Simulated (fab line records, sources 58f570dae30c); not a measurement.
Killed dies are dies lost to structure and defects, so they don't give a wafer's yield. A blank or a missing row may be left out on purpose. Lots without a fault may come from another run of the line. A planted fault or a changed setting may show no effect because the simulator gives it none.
Split-lot experiment | flow berkeley_cmos170 | 5 lots, 23 wafers read, on a route of 331 steps

THE SPLIT
At UCB170_PFIELD_IMPLANT_07, the setting dose_cm2 was moved away from the recipe's 2e+13 on 9 of the 23 wafers read, by -6.7% to +5.3%. The other wafers ran this setting at the recipe's value.

FROM THE SPLIT TO THE READING: what the file shows between them, 1 step
- UCB170_PFIELD_STRIP_08: strips in O2

THE READING
PFIELD_TW, at UCB170_PFIELD_TW_MEAS_09. Fault-free wafers of this fab line usually give 601, standard deviation 4.9.

wafer  | tool, chamber at the split | dose_cm2 as run | against the recipe | PFIELD_TW | against lot-mates on the recipe
L076.1 | implanter-01, 0            | 2e+13           | recipe             | 600       | -
L076.2 | implanter-01, 0            | 1.866e+13       | -6.7%              | 582       | -16
L076.3 | implanter-01, 0            | 1.866e+13       | -6.7%              | 583       | -15
L076.4 | implanter-01, 0            | 2e+13           | recipe             | 597       | -
L076.6 | implanter-01, 0            | 2e+13           | recipe             | 596       | -
L077.1 | implanter-03, 0            | 2e+13           | recipe             | 603       | -
L077.4 | implanter-03, 0            | 2e+13           | recipe             | 603       | -
L077.5 | implanter-03, 0            | 2e+13           | recipe             | 603       | -
L079.1 | implanter-04, 0            | 2e+13           | recipe             | 600       | -
L079.2 | implanter-04, 0            | 1.873e+13       | -6.3%              | 585       | -14
L079.3 | implanter-04, 0            | 2e+13           | recipe             | 599       | -
L079.4 | implanter-04, 0            | 1.873e+13       | -6.3%              | 589       | -10
L079.6 | implanter-04, 0            | 2e+13           | recipe             | 599       | -
L080.1 | implanter-03, 0            | 2e+13           | recipe             | 597       | -
L080.2 | implanter-03, 0            | 2.041e+13       | +2.0%              | 606       | +8
L080.3 | implanter-03, 0            | 2.041e+13       | +2.0%              | 602       | +4
L080.4 | implanter-03, 0            | 2e+13           | recipe             | 598       | -
L080.5 | implanter-03, 0            | 2e+13           | recipe             | 598       | -
L082.1 | implanter-03, 0            | 2.106e+13       | +5.3%              | 612       | +12
L082.2 | implanter-03, 0            | 2.106e+13       | +5.3%              | 608       | +8
L082.4 | implanter-03, 0            | 2.106e+13       | +5.3%              | 604       | +4
L082.5 | implanter-03, 0            | 2e+13           | recipe             | 601       | -
L082.6 | implanter-03, 0            | 2e+13           | recipe             | 600       | -

THE FIT
A straight line over all 23 wafers: PFIELD_TW changes by +2.04 for each +1% of dose_cm2; r = +0.94; the points scatter about the line by 2.7.
The same after taking each lot's own level away (the mean of its wafers on the recipe; 23 wafers): +1.91 for each +1%; r = +0.95; scatter 2.2.
On that fit, the largest move of dose_cm2 shifts the reading by 13.
The lots' own levels span 597.7 to 603.0, that is 1.1 times the standard deviation above.
So the lot-to-lot level changes the slope little: the two slopes agree.
Check: with one of the wafers moved furthest among these (-6.7%) left out of the fit, the line predicts -12.5 for it against its lot-mates. It came out at -15.7 against them.

OTHER SPLITS ON THESE WAFERS
These wafers also went through other splits before the reading. Each is held against what the fit with the lots' levels taken away leaves over:
other split on the same wafers      | wafers away from the commonest value | r with PFIELD_TW (lot level and that fit taken away)
UCB170_START_OXIDATION_02 ox_time_s | 15                                   | +0.21
UCB170_NWELL_CVD_04 time_s          | 10                                   | -0.38
UCB170_PWELL_OXIDATION_02 temp_c    | 15                                   | +0.07
UCB170_PWELL_IMPLANT_15 energy_kev  | 8                                    | +0.07
UCB170_ACTIVE_CVD_05 time_s         | 18                                   | -0.21
UCB170_ACTIVE_SOFTBAKE_09 time_s    | 5                                    | -0.07

THE FILE'S OWN FIT
PFIELD_TW changes by +1.95 for each +1% of dose_cm2, r = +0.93.
